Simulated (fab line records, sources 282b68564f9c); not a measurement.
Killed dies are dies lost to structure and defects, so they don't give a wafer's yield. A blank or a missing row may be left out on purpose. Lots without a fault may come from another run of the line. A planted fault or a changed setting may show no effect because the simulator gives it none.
fab line records | flow rit_cmos
record lots=5 wafers=15 last_day=7
route steps=202 shown PRETRO@70 GATE@75
lots that met no fault: from a run of the same line without faults
start_h: hours from the record's first day to the start of the lot's first wafer shown | wait_h: hours since the lot's step before | " the same as in the row above | L1.1+2: a row that stands for several wafers | - no value, or no start given | * or withheld: withheld | < > ~ a bound
route shown NAME@n: a module of which the file shows steps, and the number in the route of the first | usual: mean/standard deviation of fault-free wafers | same: alike in all rows | chamber/n: place in a boat | sites: the reading at each site | _std_site: their standard deviation | _edge_site: outer sites' mean less inner sites' | radius_mm: how far each site lies from the wafer's centre | mask NAME#n: copy n | behind: the tool/chamber that last shaped the wafer | hold: why the lot was held/for how many hours/how that ended | device: the transistor (n, p or np) that didn't switch | end of line: the same wafers' tests at the end of the route | a step without rows: its recipe alone | killed: dies lost to structure and defects at the first sort, not the wafer's yield | map: a wafer's dies, x killed, . not, _ none there
set.NAME: the setting as run; set.NAME@STEP: as run at that earlier step | model.NAME: the simulator's own value behind a step, which no gauge read
lots at some steps of the route; a table a step, a row a wafer
services: from which hour (start_h, from the record's first day; less than 0 if before it) a tool's chamber was out of use, for how many hours, and why
## steps
# step RIT_PRETRO_OVL_MEAS_06
# usual PRETRO_OVL=0.3/1.2
# columns lot.wafer tool chamber start_h wait_h PRETRO_OVL[nm]
L075.2 overlay-02 - 36.81 - -0.8
L075.4 " - " " 0.1
L075.5 " - " " -0.6
L076.3 overlay-01 - 44.23 - 0.0
L076.5 " - " " -1.0
L076.6 " - " " 0.0
L082.1 overlay-01 - 72.89 - 0.4
L082.3 " - " " 0.0
L082.6 " - " " 0.8
L088.2 overlay-01 - 104.18 - 0.3
L088.3 " - " " 1.6
L088.4 " - " " 2.0
L095.1 overlay-01 - 138.12 - -2.2
L095.3 " - " " -0.6
L095.4 " - " " -0.1
# step RIT_PRETRO_HARDBAKE_07
# recipe resist=NOVOLAK temp_c=140 time_s=120
# columns lot.wafer tool chamber start_h wait_h
L075.2+4+5 litho_track-03 0 36.88 0.1
L076.3+5+6 litho_track-02 0 44.34 0.1
L082.1+3+6 litho_track-04 0 72.92 0.0
L088.2+3+4 litho_track-03 0 104.25 0.1
L095.1+3+4 litho_track-03 0 138.16 0.0
# step RIT_PRETRO_IMPLANT_08
# recipe species=B energy_kev=45.46 dose_cm2=1.2e+13 tilt_deg=7
# usual beam_on_s=9.99/0.22
# columns lot.wafer tool chamber start_h wait_h beam_on_s
L075.2 implanter-03 0 37.11 0.2 10.06
L075.4 " 0 " " 10.27
L075.5 " 0 " " 9.71
L076.3 implanter-03 0 44.55 0.2 9.79
L076.5 " 0 " " 9.76
L076.6 " 0 " " 10.25
L082.1 implanter-04 0 73.17 0.2 10.17
L082.3 " 0 " " 10.30
L082.6 " 0 " " 9.68
L088.2 implanter-01 0 104.48 0.2 9.95
L088.3 " 0 " " 10.41
L088.4 " 0 " " 10.26
L095.1 implanter-01 0 138.41 0.2 10.22
L095.3 " 0 " " 9.80
L095.4 " 0 " " 10.32
# step RIT_PRETRO_STRIP_09
# recipe chemistry=O2 time_s=180 resist=NOVOLAK platen_temp_c=withheld power_w=500 pressure_mtorr=4000 o2_flow_sccm=4000
# usual chamber_pressure_mTorr=4000/3.5 drypump_motor_current_A=5.6/0.4 o2_flow_sccm=4000/12
# columns lot.wafer tool chamber start_h wait_h chamber_pressure_mTorr drypump_motor_current_A o2_flow_sccm rf_hours_counter_h
L075.2 plasma_asher-04 1 37.24 0.1 4000 5.7 4003 25
L075.4 " 1 " " 3994 5.8 3983 -
L075.5 " 0 " " 4003 5.3 4005 -
L076.3 plasma_asher-02 0 44.71 0.1 4002 6.4 3976 -
L076.5 " 0 " " 4004 6.4 3985 -
L076.6 " 1 " " 4000 5.4 4007 -
L082.1 plasma_asher-04 0 73.32 0.1 3999 5.3 4014 28
L082.3 " 0 " " 4001 5.3 3999 -
L082.6 " 0 " " 3999 5.3 4004 -
L088.2 plasma_asher-02 0 104.61 0.1 3999 6.4 4020 45
L088.3 " 1 " " 4006 5.5 4024 -
L088.4 " 0 " " 4000 6.4 4006 -
L095.1 plasma_asher-02 0 138.56 0.1 4000 6.4 3998 49
L095.3 " 1 " " 4001 5.5 4015 -
L095.4 " 0 " " 4002 6.4 4000 -
# step RIT_PRETRO_TW_MEAS_10
# usual PRETRO_TW=479/6.2
# columns lot.wafer tool chamber start_h wait_h PRETRO_TW
L075.2 film_metro-02 - 37.42 0.1 478
L075.4 " - " " 479
L075.5 " - " " 480
L076.3 film_metro-02 - 44.85 0.1 476
L076.5 " - " " 479
L076.6 " - " " 478
L082.1 film_metro-04 - 73.50 0.1 468
L082.3 " - " " 467
L082.6 " - " " 467
L088.2 film_metro-01 - 104.79 0.1 484
L088.3 " - " " 483
L088.4 " - " " 482
L095.1 film_metro-02 - 138.73 0.1 480
L095.3 " - " " 477
L095.4 " - " " 479
# step RIT_GATE_WET_ETCH_00
# recipe chemistry=BOE target=SiO2 target_depth_nm=56 time_s=60 dry=n2_spin dilution=10:1 temp_c=21.5
# usual temp_c=21.50/0.11
# columns lot.wafer tool chamber start_h wait_h temp_c
L075.2 wet_bench-02 1 37.47 0.0 21.52
L075.4 " 1 " " 21.61
L075.5 " 1 " " 21.55
L076.3 wet_bench-01 0 44.89 0.0 21.75
L076.5 " 0 " " 21.55
L076.6 " 0 " " 21.73
L082.1 wet_bench-02 0 73.56 0.1 21.57
L082.3 " 0 " " 21.60
L082.6 " 0 " " 21.49
L088.2 wet_bench-02 0 104.84 0.0 21.53
L088.3 " 0 " " 21.51
L088.4 " 0 " " 21.62
L095.1 wet_bench-04 3 138.79 0.1 21.38
L095.3 " 3 " " 21.32
L095.4 " 3 " " 21.43
# step RIT_GATE_CLEAN_01
# recipe chemistry=SC1 mix=3:3:50 time_s=600 temp_c=75
# usual temp_c=75.01/0.13
# columns lot.wafer tool chamber start_h wait_h temp_c
L075.2 wet_bench-04 2 37.50 0.0 74.89
L075.4 " 2 " " 75.10
L075.5 " 2 " " 74.94
L076.3 wet_bench-02 1 44.91 0.0 74.91
L076.5 " 1 " " 74.98
L076.6 " 1 " " 75.15
L082.1 wet_bench-04 3 73.58 0.0 75.02
L082.3 " 3 " " 74.96
L082.6 " 3 " " 75.00
L088.2 wet_bench-04 0 104.87 0.0 75.24
L088.3 " 0 " " 75.09
L088.4 " 0 " " 75.17
L095.1 wet_bench-01 2 138.82 0.0 75.14
L095.3 " 2 " " 75.09
L095.4 " 2 " " 75.25
# step RIT_GATE_CLEAN_02
# recipe chemistry=dHF dilution=50:1 time_s=30
# columns lot.wafer tool chamber start_h wait_h
L075.2+4+5 wet_bench-02 2 37.68 0.0
L076.3+5+6 wet_bench-02 1 45.10 0.0
L082.1+3+6 wet_bench-01 2 73.76 0.0
L088.2+3+4 wet_bench-02 2 105.04 0.0
L095.1+3+4 wet_bench-02 1 138.99 0.0
## services
# columns tool chamber start_h hours kind
wet_bench-04 - 39.35 1.9 pm
implanter-01 - 50.78 1.3 repair
implanter-04 - 63.46 3.3 repair
implanter-03 - 67.72 1.5 repair
implanter-03 - 88.98 2.4 repair
## key
fault none
